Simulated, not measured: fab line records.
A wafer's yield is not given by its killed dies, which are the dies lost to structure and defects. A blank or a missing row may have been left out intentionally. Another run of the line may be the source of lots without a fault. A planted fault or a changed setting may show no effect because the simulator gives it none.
Split-lot experiment | flow berkeley cmos170 | 5 lots, 23 wafers read, on a route of 331 steps

== THE SPLIT ==
At UCB170_M3_EXPOSE_12 (exposes mask METAL3, target cd 700 nm), the setting dose mj was moved away from the recipe's 26 on 11 of the 23 wafers read, by -7.0% to +4.7%. The other wafers ran this setting at the recipe's value.

== FROM THE SPLIT TO THE READING: what the file shows between them, 6 steps ==
- UCB170_M3_PEB_13
- UCB170_M3_DEVELOP_14: develop time 45 s
- UCB170_M3_CD_MEAS_15: target cd 700 nm
- UCB170_M3_ETCH_17: etches BARC in N2/H2
- UCB170_M3_METAL_ETCH_18: etches Al in Cl2/BCl3, stops on SiO2, target depth 1170 nm, time 195 s
- UCB170_M3_STRIP_19: strips in O2

== THE READING ==
cd nm at UCB170_M3_CD_MEAS_90, given in nm (cd target 700 nm). A value of 699.5 nm with a standard deviation of 2.2 nm is what fault-free wafers of this fab line usually give.

wafer  | tool, chamber at the split | dose mj as run | against the recipe | cd nm, nm | against lot-mates on the recipe
L074.1 | krf scanner-02, 0          | 27.23          | +4.7%              | 685.8     | -9.7
L074.2 | krf scanner-02, 0          | 26             | recipe             | 695.5     | -
L074.3 | krf scanner-02, 0          | 27.23          | +4.7%              | 685.6     | -9.9
L074.5 | krf scanner-02, 0          | 26             | recipe             | 694.5     | -
L074.6 | krf scanner-02, 0          | 26             | recipe             | 696.5     | -
L080.2 | krf scanner-02, 0          | 26             | recipe             | 702.3     | -
L080.3 | krf scanner-02, 0          | 26             | recipe             | 700.6     | -
L080.4 | krf scanner-02, 0          | 26             | recipe             | 702.1     | -
L081.1 | krf scanner-02, 0          | 26             | recipe             | 699.8     | -
L081.2 | krf scanner-02, 0          | 25.28          | -2.8%              | 705.7     | +5.1
L081.4 | krf scanner-02, 0          | 25.28          | -2.8%              | 704.3     | +3.7
L081.5 | krf scanner-02, 0          | 26             | recipe             | 701.4     | -
L081.6 | krf scanner-02, 0          | 25.28          | -2.8%              | 704.0     | +3.4
L083.2 | krf scanner-02, 0          | 24.18          | -7.0%              | 711.8     | +11.9
L083.3 | krf scanner-02, 0          | 24.18          | -7.0%              | 713.3     | +13.4
L083.4 | krf scanner-02, 0          | 26             | recipe             | 700.4     | -
L083.5 | krf scanner-02, 0          | 26             | recipe             | 699.4     | -
L083.6 | krf scanner-02, 0          | 24.18          | -7.0%              | 712.3     | +12.4
L085.2 | krf scanner-02, 0          | 26             | recipe             | 701.5     | -
L085.3 | krf scanner-02, 0          | 24.77          | -4.7%              | 705.4     | +5.5
L085.4 | krf scanner-02, 0          | 26             | recipe             | 698.2     | -
L085.5 | krf scanner-02, 0          | 24.77          | -4.7%              | 708.2     | +8.4
L085.6 | krf scanner-02, 0          | 24.77          | -4.7%              | 707.6     | +7.8

FIT RESULTS
A straight line over all 23 wafers: cd nm changes by -2.08 nm for each +1% of dose mj; r = -0.95; the points scatter about the line by 2.3 nm.
The same after taking each lot's own level away (the mean of its wafers on the recipe; 23 wafers): -1.8 nm for each +1%; r = -0.98; scatter 1.1 nm.
Per that fit: largest dose mj move, reading shift of 13 nm.
From 695.50 to 701.67 nm: that is the span of the lots' own levels, equal to 2.8 times the standard deviation above.
Hence the slope depends on the lot-to-lot level, as the two fits are not the same.
Check: for one of the wafers moved furthest among these (-7.0%), held out of the fit, the line's prediction against its lot-mates is +12.2 nm. It came out at +11.9 nm against them.

== OTHER SPLITS APPLIED TO THESE WAFERS ==
Other splits were also applied to these wafers ahead of the reading. Each is held against what the fit with the lots' levels taken away leaves over:
other split on the same wafers      | wafers away from the commonest value | r with cd nm (lot level and that fit taken away)
UCB170_V2_CMP_02 leave above ref nm | 8                                    | -0.26
UCB170_V2_PEB_10 peb temp c         | 8                                    | -0.11

== THE WHOLE CHAIN: every reading that the file lists as answering this split, in the file's order ==
step                    | what it does                                                           | reading                                                   | change (the file's fit)              | r (the file's)
UCB170_M3_CD_MEAS_15    | target cd 700 nm                                                       | cd nm                                                     | -1.7 nm for each +1% of the setting  | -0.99
UCB170_M3_ETCH_17       | etches BARC in N2/H2                                                   | M3.cd nm (the simulator's own value, which no gauge read) | -1.72 nm for each +1% of the setting | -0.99
UCB170_M3_METAL_ETCH_18 | etches Al in Cl2/BCl3, stops on SiO2, target depth 1170 nm, time 195 s | M3.cd nm (the simulator's own value, which no gauge read) | -1.79 nm for each +1% of the setting | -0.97
UCB170_M3_CD_MEAS_90    | target cd 700 nm                                                       | cd nm                                                     | -1.77 nm for each +1% of the setting | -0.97

== THE FILE'S OWN FIT ==
cd nm changes by -1.77 nm for each +1% of dose mj, r = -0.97.
